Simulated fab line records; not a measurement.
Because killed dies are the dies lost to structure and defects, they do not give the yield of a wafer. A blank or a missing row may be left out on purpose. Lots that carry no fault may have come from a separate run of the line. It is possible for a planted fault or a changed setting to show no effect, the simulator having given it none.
The tool behind it: which one? / flow rit_cmos / 14 lots with 42 wafers sampled at 2 steps, on a route of 202 steps

WHAT THE GAUGES READ, wafer by wafer
RIT_NRETRO_TW_MEAS_10. Usual: NRETRO_TW typically reads 1062, with standard deviation 9.3.
lot=L683; measured=day 2 05:42; on=film_metro-02; NRETRO_TW=1050 1053 1052; flag=
lot=L684; measured=day 2 11:13; on=film_metro-04; NRETRO_TW=1063 1055 1061; flag=
lot=L685; measured=day 2 16:17; on=film_metro-01; NRETRO_TW=1065 1066 1064; flag=
lot=L686; measured=day 2 21:25; on=film_metro-02; NRETRO_TW=1054 1048 1055; flag=
lot=L689; measured=day 3 11:46; on=film_metro-02; NRETRO_TW=1051 1052 1052; flag=
lot=L694; measured=day 4 14:32; on=film_metro-01; NRETRO_TW=2211 2227 2220; flag=OFF
lot=L695; measured=day 4 19:40; on=film_metro-04; NRETRO_TW=2218 2227 2215; flag=OFF
lot=L697; measured=day 5 05:38; on=film_metro-01; NRETRO_TW=1065 1070 1067; flag=
lot=L698; measured=day 5 10:40; on=film_metro-02; NRETRO_TW=1052 1054 1056; flag=
lot=L699; measured=day 5 20:00; on=film_metro-04; NRETRO_TW=1065 1069 1072; flag=
lot=L701; measured=day 6 06:15; on=film_metro-02; NRETRO_TW=1057 1050 1051; flag=
lot=L702; measured=day 6 10:56; on=film_metro-01; NRETRO_TW=1068 1063 1063; flag=
lot=L703; measured=day 6 15:31; on=film_metro-02; NRETRO_TW=1050 1044 1048; flag=
lot=L704; measured=day 6 18:33; on=film_metro-02; NRETRO_TW=1050 1047 1050; flag=

WHAT TOOL EACH LOT RAN ON (gives the tool, then ch and the chambers of the sampled wafers, and finally the start)
lot=L683; RIT_NRETRO_IMPLANT_08=implanter-01 ch 0, day 2 05:23
lot=L684; RIT_NRETRO_IMPLANT_08=implanter-02 ch 0, day 2 10:54
lot=L685; RIT_NRETRO_IMPLANT_08=implanter-01 ch 0, day 2 15:59
lot=L686; RIT_NRETRO_IMPLANT_08=implanter-01 ch 0, day 2 21:05
lot=L689; RIT_NRETRO_IMPLANT_08=implanter-04 ch 0, day 3 11:27
lot=L694; RIT_NRETRO_IMPLANT_08=implanter-02 ch 0, day 4 14:16
lot=L695; RIT_NRETRO_IMPLANT_08=implanter-02 ch 0, day 4 19:22
lot=L697; RIT_NRETRO_IMPLANT_08=implanter-01 ch 0, day 5 05:19
lot=L698; RIT_NRETRO_IMPLANT_08=implanter-04 ch 0, day 5 10:20
lot=L699; RIT_NRETRO_IMPLANT_08=implanter-04 ch 0, day 5 19:41
lot=L701; RIT_NRETRO_IMPLANT_08=implanter-04 ch 0, day 6 05:55
lot=L702; RIT_NRETRO_IMPLANT_08=implanter-04 ch 0, day 6 10:37
lot=L703; RIT_NRETRO_IMPLANT_08=implanter-01 ch 0, day 6 15:14
lot=L704; RIT_NRETRO_IMPLANT_08=implanter-01 ch 0, day 6 18:14
- RIT_NRETRO_IMPLANT_08

WHAT THE TOOLS THEMSELVES READ (means of the sampled wafers that have a number; where no wafer has one, the mark that the record gives instead)
RIT_NRETRO_IMPLANT_08. Usual: dose_ions_cm2 1.0001e+13, standard deviation 1.1e+10; faraday_current_uA 31.8, standard deviation 0.67.
lot=L683 tool=implanter-01 dose_ions_cm2=1.0011e+13 faraday_current_uA=31.9 flag=
lot=L684 tool=implanter-02 dose_ions_cm2=9.9977e+12 faraday_current_uA=32.2 flag=
lot=L685 tool=implanter-01 dose_ions_cm2=9.9950e+12 faraday_current_uA=31.9 flag=
lot=L686 tool=implanter-01 dose_ions_cm2=9.9910e+12 faraday_current_uA=31.9 flag=
lot=L689 tool=implanter-04 dose_ions_cm2=1.0011e+13 faraday_current_uA=31.7 flag=
lot=L694 tool=implanter-02 dose_ions_cm2=1.0000e+14 faraday_current_uA=318.0 flag=OFF
lot=L695 tool=implanter-02 dose_ions_cm2=1.0000e+14 faraday_current_uA=317.5 flag=OFF
lot=L697 tool=implanter-01 dose_ions_cm2=1.0004e+13 faraday_current_uA=31.6 flag=
lot=L698 tool=implanter-04 dose_ions_cm2=1.0013e+13 faraday_current_uA=31.7 flag=
lot=L699 tool=implanter-04 dose_ions_cm2=1.0002e+13 faraday_current_uA=32.1 flag=
lot=L701 tool=implanter-04 dose_ions_cm2=9.9953e+12 faraday_current_uA=31.4 flag=
lot=L702 tool=implanter-04 dose_ions_cm2=9.9943e+12 faraday_current_uA=32.0 flag=
lot=L703 tool=implanter-01 dose_ions_cm2=9.9943e+12 faraday_current_uA=31.3 flag=
lot=L704 tool=implanter-01 dose_ions_cm2=1.0008e+13 faraday_current_uA=32.2 flag=

THE ANSWER, worked out from the rows above alone
Rule: lot off if the mean of its wafers having a number is beyond 3 standard deviations from the usual mean. Also off: a lot with no number at a reading for which 4 or more lots have one. Where the step has rows for the other lots, those lots are counted as sound. After the gauges, taken in route order, come the tools' own readings; for these a lot's mean is taken, as printed above. At the first step where some lot is off, the reading lying furthest off is the one used; lots without a number count as furthest.
Off: L694, L695, at RIT_NRETRO_TW_MEAS_10 (NRETRO_TW).
If a tool, at a process step before that reading, ran all the lots that are off and no sound lot after the first of them, it fits. Not tried: the gauges at RIT_NRETRO_TW_MEAS_10; whatever is off there is also off at RIT_NRETRO_IMPLANT_08, on other tools, and gauge error can't account for it. One candidate fits, namely implanter-02 at RIT_NRETRO_IMPLANT_08. A fault onset in the window from L684 (day 2 10:54, its last sound lot) to L694 (day 4 14:16, its first lot off) fits.
The tool's own readings at RIT_NRETRO_IMPLANT_08 bear it out: on the lots that are off they differ by more than 5 times the standard deviation of the sound lots' means. dose_ions_cm2 reads 1.0000e+14 there against 1.0001e+13 on the sound lots; faraday_current_uA reads 317.8 there against 31.8 on the sound lots.

WHAT WAS PUT IN BY THE SIMULATOR
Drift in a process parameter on implanter-02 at RIT_NRETRO_IMPLANT_08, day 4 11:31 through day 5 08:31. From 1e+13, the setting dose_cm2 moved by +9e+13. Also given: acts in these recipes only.
Shown lots that were struck: L694, L695. The same result came from the rule above.
